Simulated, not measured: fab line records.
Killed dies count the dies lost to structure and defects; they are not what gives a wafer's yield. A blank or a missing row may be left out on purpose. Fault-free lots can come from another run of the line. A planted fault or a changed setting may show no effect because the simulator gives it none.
The tool behind it: which one?    flow berkeleyCmos170    7 lots (21 wafers sampled), 1 step of a 331-step route

## WHAT EACH GAUGE READ, for each wafer
UCB170_V1_CD_MEAS_90: target cd 700 nm.
lot   measured      on        cdNm (nm)
L753  day 8 13:32   cdSem-01  701.3 699.1 698.4
L757  day 9 04:23   cdSem-02  701.2 701.4 700.6
L758  day 9 11:17   cdSem-02  699.8 698.2 699.6
L763  day 11 02:14  cdSem-02  701.4 701.9 701.0
L768  day 12 03:47  cdSem-02  699.1 702.7 700.9
L771  day 12 11:34  cdSem-01  697.6 697.3 697.6
L774  day 13 04:56  cdSem-02  700.3 698.4 701.2

## EACH LOT AND THE TOOL THAT RAN IT (in order: tool; ch and the chambers of the sampled wafers; start)
No process step before these readings appears in the record.

## THE ANSWER, worked out from the rows above alone
Rule: the usual values come from the lots themselves. The widest of any qualifying gaps counts: lots, ordered by their means at a reading, are off when they make up no more than a third of the lots, leave a main group of 4 or more, and stand apart from it by 3 or more times the standard deviation of that group's means. Not used: any main group whose means are identical at the precision the tables above print for the reading. A lot without any number at a reading at which 4 lots or more have one is off too. The other lots that the step has rows for count as sound.
No lot is off at any reading shown: from this, nothing can be told.

## WHAT HAD BEEN PUT IN BY THE SIMULATOR
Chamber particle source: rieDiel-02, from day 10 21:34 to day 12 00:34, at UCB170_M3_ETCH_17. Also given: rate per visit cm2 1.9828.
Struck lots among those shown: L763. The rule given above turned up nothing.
